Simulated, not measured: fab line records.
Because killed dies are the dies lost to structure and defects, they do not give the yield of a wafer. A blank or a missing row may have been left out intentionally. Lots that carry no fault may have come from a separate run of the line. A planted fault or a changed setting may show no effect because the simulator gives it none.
The same fault as seen by 2 desks ; flow rit_cmos ; each desk holds nothing but its own numbers, with what lay behind them at the end

== TOOL OWNER'S DESK, furnace-03 ==
The tool's own readings at RIT_FOX2_OXIDATION_00 (target thk 350.7 nm, ox time 1130 s): means of the sampled wafers that have a number, for each lot that ran on this tool. If a lot's mean is further than 4 standard deviations from the usual mean, the lot is out of limits and carries the mark OUT (the distance appears in the brackets).
Columns: A = spike_tc_centre_C at RIT_FOX2_OXIDATION_00, usual 1101.6 C; B = spike_tc_load_C at RIT_FOX2_OXIDATION_00, usual 1128.8 C; C = spike_tc_source_C at RIT_FOX2_OXIDATION_00, usual 1123.7 C; D = tube_center_temp_C at RIT_FOX2_OXIDATION_00, usual 1100 C; E = tube_center_temp_C_max at RIT_FOX2_OXIDATION_00, usual 1102.9; F = zone_power_load_pct at RIT_FOX2_OXIDATION_00, usual 41 %; G = zone_power_source_pct at RIT_FOX2_OXIDATION_00, usual 42.5 %
lot;first seen here;A;B;C;D;E;F;G
L327;day 2 03:44;1104.0;1131.4;1123.0;1100;1102.6;46;42.9
L328;day 2 07:01;1103.9;1132.1;1124.1;1100;1102.6;46;42.4
L337;day 4 01:40;1103.6;1131.9;1122.4;1100;1102.6;46;42.4
L339;day 4 11:48;1104.1;1132.9;1122.7;1100;1103.3;46;42.8
L342;day 5 02:32;1062.8 (-26) OUT;1091.9 (-15) OUT;1083.1 (-14) OUT;1060 (-99 or more) OUT;1063.0 (-80) OUT;42;38.8 (-4.4) OUT
L344;day 5 11:46;1063.0 (-26) OUT;1090.5 (-16) OUT;1082.0 (-14) OUT;1060 (-99 or more) OUT;1063.0 (-80) OUT;42;39.0 (-4.1) OUT
This desk's finding: out of limits on L342, L344; first on L342, day 5 02:32 (spike_tc_centre_C at RIT_FOX2_OXIDATION_00). Within limits: L327, L328, L337, L339.

== FROM THE METROLOGY DESK ==
What the gauges read, lot by lot, whatever tool the lot ran on: means of the sampled wafers that have a number. If a lot's mean is further than 4 standard deviations from the usual mean, the lot is out of limits and carries the mark OUT (the distance appears in the brackets).
Columns: A = FOX2_OXIDE_THK at RIT_FOX2_THK_MEAS_01, usual 352 nm; B = FIELD_OXIDE_LEFT_1_THK at RIT_FOX2_THK_MEAS_90, usual 325 nm; C = FIELD_OXIDE_LEFT_2_THK at RIT_FOX2_THK_MEAS_91, usual 257 nm
lot;first seen here;A;B;C
L326;day 2 03:07;338;311;243
L327;day 2 05:04;362;335;267
L328;day 2 08:19;350;324;255
L329;day 2 12:05;341;314;246
L330;day 2 22:47;343;316;248
L332;day 3 00:55;354;327;258
L337;day 4 02:59;354;327;258
L338;day 4 08:07;348;321;253
L339;day 4 13:08;364;337;268
L341;day 4 23:02;357;330;262
L342;day 5 03:52;285 (-9.1) OUT;258 (-9.0) OUT;190 (-8.9) OUT
L344;day 5 13:05;283 (-9.5) OUT;256 (-9.4) OUT;187 (-9.3) OUT
L348;day 6 16:22;354;328;259
L349;day 6 21:47;352;325;256
This desk's finding: out of limits on L342, L344; first on L342, day 5 03:52 (FOX2_OXIDE_THK at RIT_FOX2_THK_MEAS_01). Within limits: L326, L327, L328, L329, L330, L332, L337, L338, L339, L341, L348, L349.

== BROUGHT TOGETHER ==
An alarm could have come from the tool owner's desk at day 5 02:32, on L342, L344.
At day 5 03:52 the metrology desk could have sounded an alarm, on L342, L344.
RIT_FOX2_OXIDATION_00 was run on furnace-03 by each of the lots named.

== WHAT WAS PUT IN BY THE SIMULATOR ==
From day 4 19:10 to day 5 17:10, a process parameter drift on furnace-03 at RIT_FOX2_OXIDATION_00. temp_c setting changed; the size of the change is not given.
Struck lots among those shown: L342, L344.
Counting hours from when the fault started, the first reading out of limits came at 7 for the tool owner's desk and at 9 for the metrology desk.
